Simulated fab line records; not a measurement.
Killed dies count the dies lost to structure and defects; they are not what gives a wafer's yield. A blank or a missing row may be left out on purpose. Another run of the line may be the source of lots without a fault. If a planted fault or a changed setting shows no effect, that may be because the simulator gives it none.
Which of the tools did it? -- flow berkeleyCmos170 -- 14 lots with 42 wafers sampled at 4 steps, on a route of 331 steps

== WHAT THE GAUGES SHOWED, per wafer ==
UCB170_V2_BOW_MEAS_03.
lot,measured,on,V2_BOW (um)
L341,day 8 14:40,filmMetro-04,44 40 45
L340,day 8 14:56,filmMetro-02,33 25 38
L342,day 9 01:41,filmMetro-02,34 37 31
L343,day 9 03:44,filmMetro-04,36 28 44
L345,day 9 11:23,filmMetro-03,27 48 31
L344,day 9 13:07,filmMetro-04,40 39 27
L346,day 9 13:31,filmMetro-02,45 42 39
L348,day 10 12:04,filmMetro-04,40 37 23
L354,day 11 14:16,filmMetro-04,40 21 40
L356,day 12 07:53,filmMetro-04,34 33 25
L358,day 12 09:41,filmMetro-04,36 50 47
L360,day 12 23:06,filmMetro-04,46 40 49
L361,day 13 08:31,filmMetro-03,32 37 48
L363,day 13 15:46,filmMetro-04,31 27 39

UCB170_V2_CD_MEAS_90 targets a cd of 700 nm.
lot,measured,on,cdNm (nm)
L341,day 8 16:37,cdSem-01,700.9 699.7 701.2
L340,day 8 16:56,cdSem-02,700.3 699.2 702.1
L342,day 9 03:19,cdSem-01,700.2 701.4 701.3
L343,day 9 05:50,cdSem-02,700.3 700.0 701.4
L345,day 9 13:33,cdSem-01,702.0 700.7 701.0
L344,day 9 14:46,cdSem-02,701.9 701.6 702.1
L346,day 9 15:08,cdSem-01,700.5 700.7 701.1
L348,day 10 13:58,cdSem-01,699.0 699.3 698.8
L354,day 11 15:54,cdSem-01,703.0 701.9 703.4
L356,day 12 09:45,cdSem-02,699.8 699.6 701.5
L358,day 12 11:55,cdSem-01,698.9 698.4 699.9
L360,day 13 00:58,cdSem-01,700.9 702.1 700.9
L361,day 13 10:28,cdSem-02,700.7 700.3 700.9
L363,day 13 17:50,cdSem-02,700.6 703.2 701.2

== WHICH TOOL RAN EACH LOT (tool, then ch and the chambers of the sampled wafers, then the start) ==
lot,UCB170_SILICIDE_RTA_04,UCB170_V1_CMP_02
L341,"rtpAnneal-01 ch 0, day 7 21:50","cmp-02 ch 0,1, day 8 07:43"
L340,"rtpAnneal-01 ch 0, day 7 22:15","cmp-01 ch 0,1,2, day 8 07:49"
L342,"rtpAnneal-01 ch 0, day 8 11:21","cmp-01 ch 1,2,3, day 8 20:21"
L343,"rtpAnneal-01 ch 0, day 8 11:50","cmp-02 ch 0,2, day 8 21:50"
L345,"rtpAnneal-01 ch 0, day 8 20:56","cmp-01 ch 1,2,3, day 9 06:07"
L344,"rtpAnneal-01 ch 0, day 8 21:14","cmp-02 ch 0,2,3, day 9 07:28"
L346,"rtpAnneal-01 ch 0, day 8 21:39","cmp-01 ch 0,1,2, day 9 07:22"
L348,"rtpAnneal-01 ch 0, day 9 20:32","cmp-02 ch 0,1,2, day 10 04:58"
L354,"rtpAnneal-01 ch 0, day 10 22:07","cmp-01 ch 1,2,3, day 11 07:53"
L356,"rtpAnneal-01 ch 0, day 11 16:15","cmp-01 ch 0,2,3, day 12 01:52"
L358,"rtpAnneal-01 ch 0, day 11 16:50","cmp-02 ch 0,1,3, day 12 03:17"
L360,"rtpAnneal-02 ch 0, day 12 05:56","cmp-02 ch 0,2,3, day 12 16:27"
L361,"rtpAnneal-01 ch 0, day 12 16:32","cmp-02 ch 1,2,3, day 13 02:38"
L363,"rtpAnneal-01 ch 0, day 13 00:55","cmp-02 ch 1,2, day 13 09:13"
- UCB170_SILICIDE_RTA_04: time 15 s.
- UCB170_V1_CMP_02: polishes SiO2.

== WHAT THE TOOLS THEMSELVES READ (means of the sampled wafers that have a number; where no wafer has one, the mark that the record gives instead) ==
UCB170_SILICIDE_RTA_04.
lot,tool,chamberO2Ppm,lampPowerPct (%),wafer_temp_C_max
L341,rtpAnneal-01,2.033,9.4,652.1
L340,rtpAnneal-01,2.009,9.4,652.7
L342,rtpAnneal-01,1.974,9.4,652.7
L343,rtpAnneal-01,2.004,9.4,653.0
L345,rtpAnneal-01,1.988,9.4,652.4
L344,rtpAnneal-01,1.984,9.4,653.1
L346,rtpAnneal-01,1.980,9.4,652.2
L348,rtpAnneal-01,2.016,9.4,652.8
L354,rtpAnneal-01,1.983,9.4,652.8
L356,rtpAnneal-01,2.007,9.4,652.9
L358,rtpAnneal-01,1.992,9.4,652.2
L360,rtpAnneal-02,2.015,11.0,653.5
L361,rtpAnneal-01,1.969,9.4,652.4
L363,rtpAnneal-01,1.981,9.4,651.9

UCB170_V1_CMP_02.
lot,tool,motorCurrentA (A),platenRpm (rpm)
L341,cmp-02,17.3,60.00
L340,cmp-01,15.9,59.99
L342,cmp-01,16.0,59.97
L343,cmp-02,18.7,59.96
L345,cmp-01,15.8,60.00
L344,cmp-02,17.5,59.99
L346,cmp-01,15.6,60.00
L348,cmp-02,17.8,59.99
L354,cmp-01,16.4,44.99
L356,cmp-01,16.3,44.99
L358,cmp-02,17.0,60.02
L360,cmp-02,18.1,59.97
L361,cmp-02,17.3,59.97
L363,cmp-02,17.9,59.98

== THE ANSWER, worked out from the rows above alone ==
Rule: the usual values come from the lots themselves. Put in order of their means at a reading, lots are off if they are a third of the lots or fewer, leave a main group of 4 or more, and stand apart from it by a gap of 3 or more times the standard deviation of the main group's means; of several such gaps the widest counts. A main group whose means are all the same, to the digits that the tables above print for the reading, isn't used. Also off: a lot with no number at a reading for which 4 or more lots have one. Where the step has rows for the other lots, those lots are counted as sound. First the gauges in route order, then the tools' own readings, where a lot's mean is used as printed above. The first step at which some lot is off is used, and at that step the reading that is off furthest; a lot without a number counts as furthest.
Off, at UCB170_V1_CMP_02 on platenRpm: L354, L356. The main group: mean 59.99 rpm, standard deviation 0.016.
If a tool, at that step or one of the process steps before it, ran each lot that is off and ran no sound lot following the first of them, it fits. One fits: cmp-01 at UCB170_V1_CMP_02. Its last sound lot is L346 (day 9 07:22), its first lot that is off L354 (day 11 07:53): a fault that began between those two fits.
On the lots that are off, the tool's own readings at UCB170_V1_CMP_02 differ by more than 5 times the standard deviation of the sound lots' means, which bears it out; platenRpm reads 44.99 rpm there versus 59.99 rpm on the sound lots.

== WHAT HAD BEEN PUT IN BY THE SIMULATOR ==
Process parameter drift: cmp-01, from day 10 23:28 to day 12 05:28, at UCB170_V1_CMP_02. The setting platenRpm was moved by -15, starting from 60. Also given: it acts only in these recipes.
Struck lots among those shown: L354, L356. The rule above found the same.
